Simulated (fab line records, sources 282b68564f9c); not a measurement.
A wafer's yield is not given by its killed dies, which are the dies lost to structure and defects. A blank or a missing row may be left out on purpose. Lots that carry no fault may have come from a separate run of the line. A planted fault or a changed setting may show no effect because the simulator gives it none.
Split-lot experiment ; flow rit-cmos ; 23 wafers read from 5 lots, route of 202 steps

SPLIT DETAILS
At RIT_PRETRO_IMPLANT_08, the setting energy-kev was moved away from the recipe's 45 on 9 of the 23 wafers read, by +2.1% to +3.8%. This setting was run at the recipe's value on the other wafers.

Reading taken at the split's own step.

THE READING
The simulator's own value implant.drp-nm, read by no gauge, in nm at RIT_PRETRO_IMPLANT_08. The file does not state a usual value for it.

wafer;tool, chamber at the split;energy-kev as run;against the recipe;implant.drp-nm, nm;against lot-mates on the recipe
L075.1;implanter-04, 0;45;recipe;55.07;-
L075.3;implanter-04, 0;45;recipe;55.07;-
L075.2;implanter-04, 0;45.93;+2.1%;55.74;+0.67
L075.4;implanter-04, 0;45.93;+2.1%;55.74;+0.67
L075.5;implanter-04, 0;45.93;+2.1%;55.74;+0.67
L076.1;implanter-04, 0;46.71;+3.8%;56.3;+1.23
L076.3;implanter-04, 0;46.71;+3.8%;56.3;+1.23
L076.5;implanter-04, 0;46.71;+3.8%;56.3;+1.23
L076.4;implanter-04, 0;45;recipe;55.07;-
L076.6;implanter-04, 0;45;recipe;55.07;-
L079.1;implanter-02, 0;46.35;+3.0%;56.04;+0.97
L079.3;implanter-02, 0;46.35;+3.0%;56.04;+0.97
L079.5;implanter-02, 0;46.35;+3.0%;56.04;+0.97
L079.4;implanter-02, 0;45;recipe;55.07;-
L079.6;implanter-02, 0;45;recipe;55.07;-
L080.3;implanter-02, 0;45;recipe;55.07;-
L080.4;implanter-02, 0;45;recipe;55.07;-
L080.6;implanter-02, 0;45;recipe;55.07;-
L083.1;implanter-03, 0;45;recipe;55.07;-
L083.3;implanter-03, 0;45;recipe;55.07;-
L083.4;implanter-03, 0;45;recipe;55.07;-
L083.5;implanter-03, 0;45;recipe;55.07;-
L083.6;implanter-03, 0;45;recipe;55.07;-

THE FIT
A straight line over all 23 wafers: implant.drp-nm changes by +0.324 nm for each +1% of energy-kev; r = +1.00; the points scatter about the line by 0.00056 nm.
The same after taking each lot's own level away (the mean of its wafers on the recipe; 23 wafers): +0.324 nm for each +1%; r = +1.00; scatter 0.00056 nm.
The reading moves by 1.2 nm for the largest change in energy-kev, on that fit.
The lots' own levels span 55.070 to 55.070 nm.
The two slopes are in agreement: the lot-to-lot level therefore moves the slope only a little.
Check: with one of the wafers moved furthest among these (+3.8%) left out of the fit, the line predicts +1.23 nm for it against its lot-mates. Against them it came out at +1.23 nm.

ADDITIONAL SPLITS CARRIED BY THESE WAFERS
These wafers also went through other splits before the reading. Each is held against what the fit with the lots' levels taken away leaves over:
other split on the same wafers;wafers away from the commonest value;r with implant.drp-nm (lot level and that fit taken away)
RIT_ACTIVE_CVD_03 time-s;15;-0.31
RIT_ACTIVE_COAT_06 spin-rpm;9;+0.41
RIT_FOX1_OXIDATION_00 temp-c;15;+0.33
RIT_FOX2_OXIDATION_00 ox-time-s;15;-0.48
RIT_NWELL_IMPLANT_08 dose-cm2;6;+0.23
RIT_PWELL_IMPLANT_08 dose-cm2;5;-0.15
RIT_NRETRO_SOFTBAKE_02 temp-c;7;+0.18
RIT_NRETRO_IMPLANT_08 energy-kev;8;-0.13

THE WHOLE CHAIN: every reading that the file lists as answering this split, in the file's order
step;what it does;reading;change (the file's fit);r (the file's)
RIT_PRETRO_IMPLANT_08;;implant.rp-nm (the simulator's own value, which no gauge read);+1.39 nm for each +1% of the setting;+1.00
RIT_PRETRO_IMPLANT_08;;implant.drp-nm (the simulator's own value, which no gauge read);+0.323 nm for each +1% of the setting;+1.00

FILE'S OWN FIT
implant.drp-nm changes by +0.323 nm for each +1% of energy-kev, r = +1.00.
